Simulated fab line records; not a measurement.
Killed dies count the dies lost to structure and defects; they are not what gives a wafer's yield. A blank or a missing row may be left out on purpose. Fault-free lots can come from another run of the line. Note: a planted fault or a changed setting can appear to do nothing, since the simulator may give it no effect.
Split-lot trial + flow berkeley_cmos170 + 5 lots, 23 wafers read, on a route of 331 steps

SPLIT DETAILS
At UCB170_NWELL_CVD_04 (deposits Si3N4 from SiH2Cl2/NH3, target thk 224 nm, time 3360 s), the setting sih2cl2_flow_sccm was moved away from the recipe's 25 sccm on 20 of the 23 wafers read, by -14.4% to +8.8%. This setting was run at the recipe's value on the other wafers.

The split's own step is where the reading is taken.

THE READING
Si3N4_of_NWELL_CVD_04.thk_nm (the simulator's own value, which no gauge read), in nm, at UCB170_NWELL_CVD_04 (deposits Si3N4 from SiH2Cl2/NH3, target thk 224 nm, time 3360 s). The file gives no usual value for it. Average 223.7 nm, standard deviation 1.2 nm, over the 3 wafers here run with the recipe.

| wafer  | tool, chamber at the split | sih2cl2_flow_sccm as run, sccm | against the recipe | Si3N4_of_NWELL_CVD_04.thk_nm, nm | against lot-mates on the recipe |
|--------|----------------------------|--------------------------------|--------------------|----------------------------------|---------------------------------|
| L074.1 | -, -                       | 21.41                          | -14.4%             | 217.7                            | no lot-mate on the recipe       |
| L074.2 | -, -                       | 21.41                          | -14.4%             | 219.8                            | no lot-mate on the recipe       |
| L074.4 | -, -                       | 21.41                          | -14.4%             | 218.2                            | no lot-mate on the recipe       |
| L074.5 | -, -                       | 21.41                          | -14.4%             | 218.6                            | no lot-mate on the recipe       |
| L074.6 | -, -                       | 21.41                          | -14.4%             | 217.8                            | no lot-mate on the recipe       |
| L075.1 | -, -                       | 27.21                          | +8.8%              | 228.4                            | no lot-mate on the recipe       |
| L075.2 | -, -                       | 27.21                          | +8.8%              | 227                              | no lot-mate on the recipe       |
| L075.4 | -, -                       | 27.21                          | +8.8%              | 226.4                            | no lot-mate on the recipe       |
| L075.5 | -, -                       | 27.21                          | +8.8%              | 225.8                            | no lot-mate on the recipe       |
| L075.6 | -, -                       | 27.21                          | +8.8%              | 228.6                            | no lot-mate on the recipe       |
| L078.1 | -, -                       | 26.64                          | +6.6%              | 228                              | no lot-mate on the recipe       |
| L078.3 | -, -                       | 26.64                          | +6.6%              | 225.7                            | no lot-mate on the recipe       |
| L078.4 | -, -                       | 26.64                          | +6.6%              | 226.6                            | no lot-mate on the recipe       |
| L078.5 | -, -                       | 26.64                          | +6.6%              | 226.9                            | no lot-mate on the recipe       |
| L078.6 | -, -                       | 26.64                          | +6.6%              | 228.4                            | no lot-mate on the recipe       |
| L079.2 | lpcvd-01, 0                | 25                             | recipe             | 222.1                            | -                               |
| L079.4 | lpcvd-01, 0                | 25                             | recipe             | 225                              | -                               |
| L079.5 | lpcvd-01, 0                | 25                             | recipe             | 224                              | -                               |
| L083.2 | -, -                       | 23.88                          | -4.5%              | 218.3                            | no lot-mate on the recipe       |
| L083.3 | -, -                       | 23.88                          | -4.5%              | 219.2                            | no lot-mate on the recipe       |
| L083.4 | -, -                       | 23.88                          | -4.5%              | 219.7                            | no lot-mate on the recipe       |
| L083.5 | -, -                       | 23.88                          | -4.5%              | 221.8                            | no lot-mate on the recipe       |
| L083.6 | -, -                       | 23.88                          | -4.5%              | 220                              | no lot-mate on the recipe       |

FIT RESULTS
A straight line over all 23 wafers: Si3N4_of_NWELL_CVD_04.thk_nm changes by +0.421 nm for each +1% of sih2cl2_flow_sccm; r = +0.93; the points scatter about the line by 1.5 nm.
Too few moved wafers with a lot-mate on the recipe to fit a line net of each lot's own level.

FILE'S OWN FIT
Si3N4_of_NWELL_CVD_04.thk_nm changes by +0.422 nm for each +1% of sih2cl2_flow_sccm, r = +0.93.
